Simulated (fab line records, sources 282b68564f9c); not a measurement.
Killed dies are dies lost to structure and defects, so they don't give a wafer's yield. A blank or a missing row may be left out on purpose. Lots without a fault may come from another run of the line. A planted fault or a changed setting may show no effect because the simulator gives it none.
Which tool did it? | flow rit_cmos | 14 lots, 42 wafers sampled, at 3 steps of a route of 202

WHAT THE GAUGES READ, wafer by wafer
RIT_PSD_TW_MEAS_10. Usual: PSD_TW 3443, standard deviation 33.
lot  | measured    | on            | PSD_TW         | flag
L471 | day 3 07:08 | film_metro-04 | 3490 3484 3495 |
L472 | day 3 11:07 | film_metro-02 | 3391 3391 3403 |
L473 | day 3 16:11 | film_metro-02 | 3408 3408 3425 |
L474 | day 3 19:37 | film_metro-02 | 3373 3381 3403 |
L475 | day 4 03:03 | film_metro-04 | 3612 3614 3611 | OFF
L476 | day 4 08:19 | film_metro-04 | 3435 3456 3463 |
L481 | day 5 08:24 | film_metro-03 | 3609 3592 3573 | OFF
L484 | day 5 20:19 | film_metro-03 | 3443 3423 3432 |
L485 | day 6 03:20 | film_metro-04 | 3487 3479 3485 |
L487 | day 6 10:46 | film_metro-02 | 3408 3397 3397 |
L488 | day 6 16:38 | film_metro-03 | 3430 3420 3429 |
L492 | day 7 10:54 | film_metro-04 | 3452 3461 3462 |
L493 | day 7 19:43 | film_metro-02 | 3444 3454 3461 |
L494 | day 7 21:13 | film_metro-03 | 3458 3465 3449 |

RIT_SDANNEAL_RS_MEAS_04: measures by four-point-probe. Usual: PSD_RS 115.93 ohm/sq, standard deviation 0.26.
lot  | measured    | on            | PSD_RS (ohm/sq)      | flag
L471 | day 3 07:38 | film_metro-03 | 116.07 116.24 115.92 |
L472 | day 3 11:38 | film_metro-04 | 115.88 115.87 115.95 |
L473 | day 3 16:51 | film_metro-03 | 115.36 115.60 116.10 |
L474 | day 3 20:29 | film_metro-04 | 116.16 116.22 116.23 |
L475 | day 4 03:32 | film_metro-02 | 108.41 108.21 108.26 | OFF
L476 | day 4 08:48 | film_metro-03 | 115.84 115.46 115.54 |
L481 | day 5 08:55 | film_metro-04 | 108.18 107.97 107.85 | OFF
L484 | day 5 20:48 | film_metro-03 | 115.84 116.02 116.09 |
L485 | day 6 03:52 | film_metro-02 | 115.77 115.95 115.85 |
L487 | day 6 11:15 | film_metro-04 | 116.07 115.86 115.96 |
L488 | day 6 17:10 | film_metro-02 | 116.26 115.96 115.87 |
L492 | day 7 11:25 | film_metro-03 | 116.13 116.00 116.37 |
L493 | day 7 20:13 | film_metro-03 | 116.38 116.55 116.28 |
L494 | day 7 21:43 | film_metro-03 | 115.89 115.56 115.83 |

WHICH TOOL RAN EACH LOT (tool, then ch and the chambers of the sampled wafers, then the start)
lot  | RIT_PSD_IMPLANT_08
L471 | implanter-04 ch 0, day 3 06:50
L472 | implanter-01 ch 0, day 3 10:47
L473 | implanter-01 ch 0, day 3 15:52
L474 | implanter-02 ch 0, day 3 19:19
L475 | implanter-01 ch 0, day 4 02:43
L476 | implanter-04 ch 0, day 4 07:59
L481 | implanter-01 ch 0, day 5 08:07
L484 | implanter-02 ch 0, day 5 20:00
L485 | implanter-02 ch 0, day 6 03:01
L487 | implanter-02 ch 0, day 6 10:26
L488 | implanter-04 ch 0, day 6 16:20
L492 | implanter-02 ch 0, day 7 10:35
L493 | implanter-02 ch 0, day 7 19:25
L494 | implanter-01 ch 0, day 7 20:53
- RIT_PSD_IMPLANT_08

WHAT THE TOOLS THEMSELVES READ (means of the sampled wafers that have a number; where no wafer has one, the mark that the record gives instead)
RIT_PSD_IMPLANT_08. Usual: beam_on_s 12.8 s, standard deviation 0.8; dose_ions_cm2 5e+15, standard deviation 6e+12.
lot  | tool         | beam_on_s (s) | dose_ions_cm2 | flag
L471 | implanter-04 | 14.3          | 5e+15         |
L472 | implanter-01 | 12.2          | 5e+15         |
L473 | implanter-01 | 12.3          | 5e+15         |
L474 | implanter-02 | 12.3          | 5e+15         |
L475 | implanter-01 | 23.0          | 1e+16         | OFF
L476 | implanter-04 | 14.4          | 5e+15         |
L481 | implanter-01 | 23.9          | 1e+16         | OFF
L484 | implanter-02 | 12.3          | 5e+15         |
L485 | implanter-02 | 12.6          | 5e+15         |
L487 | implanter-02 | 12.7          | 5e+15         |
L488 | implanter-04 | 14.4          | 5e+15         |
L492 | implanter-02 | 12.6          | 5e+15         |
L493 | implanter-02 | 12.5          | 5e+15         |
L494 | implanter-01 | 12.2          | 5e+15         |

THE ANSWER, worked out from the rows above alone
Rule: a lot is off if the mean of its wafers that have a number lies more than 3 standard deviations from the usual mean. A lot without any number at a reading at which 4 lots or more have one is off too. The other lots that the step has rows for count as sound. The gauges are gone through in route order, then the tools' own readings, and for those a lot's mean is taken as printed above. The first step at which some lot is off is used, and at that step the reading that is off furthest; a lot without a number counts as furthest.
Off: L475, L481, at RIT_PSD_TW_MEAS_10 (PSD_TW).
A tool fits if, at a process step before that reading, it ran every lot that is off, and no sound lot after the first of them. The gauges at RIT_PSD_TW_MEAS_10 aren't tried: what is off there is off at RIT_PSD_IMPLANT_08 too, on other tools, and a gauge's error can't cause that. None of those tried fits.

WHAT THE SIMULATOR HAD PUT IN
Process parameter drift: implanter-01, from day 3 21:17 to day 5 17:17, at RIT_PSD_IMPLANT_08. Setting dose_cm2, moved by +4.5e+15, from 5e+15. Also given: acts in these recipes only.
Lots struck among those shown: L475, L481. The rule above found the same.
